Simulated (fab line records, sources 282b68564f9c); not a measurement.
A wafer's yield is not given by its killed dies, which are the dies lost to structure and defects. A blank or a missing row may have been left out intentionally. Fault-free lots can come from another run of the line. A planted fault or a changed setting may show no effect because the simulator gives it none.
Which tool did it?    flow rit_cmos    15 lots, 45 wafers sampled, at 3 steps of a route of 202

WHAT THE GAUGES READ, wafer by wafer
RIT_CONTACT_OVL_MEAS_09. Usual: CONTACT_OVL gives -0.2 nm (standard deviation 1.4).
lot   measured     on          CONTACT_OVL (nm)  flag
L987  day 3 06:03  overlay-02  0.4 0.8 0.1       
L988  day 3 13:07  overlay-01  -1.1 -1.7 -0.2    
L990  day 3 20:52  overlay-02  0.4 1.5 0.2       
L991  day 4 05:14  overlay-01  1.2 0.3 1.7       
L992  day 4 07:26  overlay-01  0.3 0.5 -0.4      
L994  day 4 19:08  overlay-02  -2.0 -1.8 -0.7    
L995  day 5 01:37  overlay-01  0.7 0.3 1.2       
L996  day 5 04:14  overlay-02  1.3 -1.7 -1.2     
L998  day 5 16:59  overlay-02  -0.9 -1.1 -1.0    
L999  day 5 22:26  overlay-01  0.4 0.4 -2.0      
L100  day 6 00:26  overlay-02  0.0 0.1 -0.2      
L101  day 6 07:41  overlay-01  0.0 -1.0 1.1      
L102  day 6 09:22  overlay-02  -1.0 0.8 -0.5     
L103  day 6 14:50  overlay-02  -0.7 -0.3 -2.1    
L105  day 7 03:37  overlay-02  -1.3 -1.0 -0.9    

RIT_M1_THK_MEAS_02: measures by xrf. Usual: M1_AL_THK gives 400 nm (standard deviation 5.4).
lot   measured     on             M1_AL_THK (nm)  flag
L987  day 3 07:40  film_metro-03  394 397 400     
L988  day 3 14:34  film_metro-02  406 400 406     
L990  day 3 22:20  film_metro-02  405 399 405     
L991  day 4 06:41  film_metro-01  391 396 395     
L992  day 4 08:56  film_metro-02  397 401 407     
L994  day 4 20:35  film_metro-02  408 403 398     
L995  day 5 03:10  film_metro-03  395 394 390     
L996  day 5 05:40  film_metro-02  397 397 393     
L998  day 5 18:27  film_metro-03  404 399 395     
L999  day 6 00:07  film_metro-01  397 396 396     
L100  day 6 02:10  film_metro-02  408 410 407     
L101  day 6 09:08  film_metro-01  407 401 408     
L102  day 6 10:56  film_metro-03  408 407 411     
L103  day 6 16:17  film_metro-01  401 399 401     
L105  day 7 05:03  film_metro-01  400 404 399     

EACH LOT AND THE TOOL THAT RAN IT (in order: tool; ch and the chambers of the sampled wafers; start)
lot   RIT_REOX_OXIDATION_03
L987  furnace-04 ch 0, day 2 15:52
L988  furnace-04 ch 0, day 2 23:31
L990  furnace-04 ch 0, day 3 06:49
L991  furnace-01 ch 0, day 3 14:41
L992  furnace-04 ch 0, day 3 17:55
L994  furnace-01 ch 0, day 4 04:28
L995  furnace-01 ch 0, day 4 11:52
L996  furnace-01 ch 0, day 4 14:25
L998  furnace-04 ch 0, day 5 02:34
L999  furnace-01 ch 0, day 5 07:25
L100  furnace-03 ch 0, day 5 10:26
L101  furnace-04 ch 0, day 5 16:53
L102  furnace-04 ch 0, day 5 19:26
L103  furnace-04 ch 0, day 6 00:46
L105  furnace-01 ch 0, day 6 13:27
- RIT_REOX_OXIDATION_03: target thk 25.2 nm, ox time 5580 s.

WHAT THE TOOLS THEMSELVES READ (means of the sampled wafers that have a number; where no wafer has one, the mark that the record gives instead)
RIT_REOX_OXIDATION_03. Usual: ox_temp_c_max reads 905.6 (standard deviation 1.4).
lot   tool        ox_temp_c_max  flag
L987  furnace-04  908.4          
L988  furnace-04  906.9          
L990  furnace-04  906.6          
L991  furnace-01  904.9          
L992  furnace-04  906.7          
L994  furnace-01  904.3          
L995  furnace-01  905.1          
L996  furnace-01  905.2          
L998  furnace-04  907.5          
L999  furnace-01  904.9          
L100  furnace-03  904.7          
L101  furnace-04  906.6          
L102  furnace-04  906.9          
L103  furnace-04  907.2          
L105  furnace-01  905.6          

THE ANSWER, worked out from the rows above alone
Rule: a lot counts as off when the mean over its wafers that have a number is more than 3 standard deviations away from the usual mean. A lot without any number at a reading at which 4 lots or more have one is off too. Any other lot the step has rows for is counted as sound. Order of review: gauges by route order, followed by the tools' own readings, for which a lot's mean as printed above is used. At the first step where some lot is off, the reading lying furthest off is the one used; lots without a number count as furthest.
Across all readings shown, no lot is off: no conclusion can be drawn from this.

WHAT THE SIMULATOR HAD INSERTED
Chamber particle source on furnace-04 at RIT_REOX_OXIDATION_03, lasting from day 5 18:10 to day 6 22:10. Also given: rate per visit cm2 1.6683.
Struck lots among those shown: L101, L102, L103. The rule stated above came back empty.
